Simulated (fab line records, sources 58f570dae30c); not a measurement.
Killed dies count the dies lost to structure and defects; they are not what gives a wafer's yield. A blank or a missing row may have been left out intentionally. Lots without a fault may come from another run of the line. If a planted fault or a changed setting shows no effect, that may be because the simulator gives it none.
Chamber matching -- flow berkeley_cmos170 -- rie_si-01 running UCB170_GATE_ETCH_15: 4 sister chambers
The step etches poly-Si in HBr/Cl2, stops on SiO2, time 56.3 s, target depth 278.2 nm. 8 wafers are shown with their chamber, then 7 later ones without.

== EACH WAFER AND ITS CHAMBER ==
wafer,chamber,drypump_motor_current_A (A),throttle_valve_pct (%)
L922.1,0,6.1,26.53
L922.3,3,6.7,26.91
L922.5,1,5.6,26.32
L924.3,2,5.1,26.29
L924.5,3,6.7,26.94
L924.6,0,6.1,26.53
L926.1,2,5.1,26.31
L926.2,1,5.5,26.33

== WAFERS WITHOUT THEIR CHAMBER ==
wafer,drypump_motor_current_A (A),throttle_valve_pct (%)
L926.6,5.5,26.31
L937.2,6.1,26.52
L937.4,5.1,26.32
L937.5,5.1,26.31
L940.2,5.5,26.26
L940.3,6.1,26.54
L940.4,5.1,26.32

== CHAMBER TAKEN BY EACH ==
wafer,from the rows above,in truth
L926.6,1,1
L937.2,0,0
L937.4,2,2
L937.5,2,2
L940.2,1,1
L940.3,0,0
L940.4,2,2
Correct placement for 7 of the 7. From these rows, 0 cannot be placed. Placed wrongly: 0.
How it was worked out, from the rows above alone: a wafer's distance from a chamber is the root of the sum, over the readings, of the square of ((its reading less the chamber's mean) divided by the reading's scatter). The wafer belongs to the nearest chamber; if the next one is less than 2 further off, it can't be placed. Each chamber's mean is taken over the wafers shown for it. The scatter is the square root of a quotient: the sum, over the shown wafers, of each reading's squared deviation from its chamber's mean, divided by wafers minus chambers.
